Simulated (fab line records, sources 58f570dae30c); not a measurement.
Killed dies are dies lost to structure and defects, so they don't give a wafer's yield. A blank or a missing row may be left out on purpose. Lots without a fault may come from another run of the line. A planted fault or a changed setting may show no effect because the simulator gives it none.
Which tool did it? | flow berkeley_cmos170 | 7 lots, 21 wafers sampled, at 2 steps of a route of 331

WHAT THE GAUGES READ, wafer by wafer
UCB170_NWELL_THK_MEAS_05.
lot  | measured    | on            | NWELL_NITRIDE_THK (nm)
L629 | day 2 16:22 | film_metro-04 | 225.9 225.2 225.6
L631 | day 3 02:49 | film_metro-02 | 225.0 224.2 224.5
L633 | day 3 11:16 | film_metro-02 | 220.4 221.4 221.8
L637 | day 4 08:23 | film_metro-03 | 223.9 223.8 224.8
L640 | day 5 05:10 | film_metro-04 | 223.4 222.5 221.0
L643 | day 5 14:46 | film_metro-03 | 208.4 206.7 208.1 208.3 206.7 208.2
L648 | day 6 19:14 | film_metro-03 | 226.7 226.5 228.1

WHICH TOOL RAN EACH LOT (tool, then ch and the chambers of the sampled wafers, then the start)
lot  | UCB170_NWELL_CVD_04
L629 | lpcvd-01 ch 0, day 2 14:25
L631 | lpcvd-01 ch 0, day 3 00:53
L633 | lpcvd-02 ch 0, day 3 09:18
L637 | lpcvd-02 ch 0, day 4 06:26
L640 | lpcvd-01 ch 1, day 5 03:14
L643 | lpcvd-02 ch 1, day 5 12:49
L648 | lpcvd-01 ch 0, day 6 17:17
- UCB170_NWELL_CVD_04: deposits Si3N4 from SiH2Cl2/NH3, target thk 224 nm, time 3360 s.

THE ANSWER, worked out from the rows above alone
Rule: what is usual is taken from the lots themselves. Put in order of their means at a reading, lots are off if they are a third of the lots or fewer, leave a main group of 4 or more, and stand apart from it by a gap of 3 or more times the standard deviation of the main group's means; of several such gaps the widest counts. A main group whose means are all the same, to the digits that the tables above print for the reading, isn't used. A lot without any number at a reading at which 4 lots or more have one is off too. The other lots that the step has rows for count as sound.
Off: L643, at UCB170_NWELL_THK_MEAS_05 (NWELL_NITRIDE_THK). The main group: mean 224.2 nm, standard deviation 2.
A tool fits if, at a process step before that reading, it ran every lot that is off, and no sound lot after the first of them. The gauges at UCB170_NWELL_THK_MEAS_05 are tried like those tools. One fits: lpcvd-02 at UCB170_NWELL_CVD_04. Its last sound lot is L637 (day 4 06:26), its first lot that is off L643 (day 5 12:49): a fault that began between those two fits.

WHAT THE SIMULATOR HAD PUT IN
Process parameter drift: lpcvd-02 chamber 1, from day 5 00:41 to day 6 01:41, at UCB170_NWELL_CVD_04. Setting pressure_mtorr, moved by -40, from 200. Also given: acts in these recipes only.
Lots struck among those shown: L643. The rule above found the same.
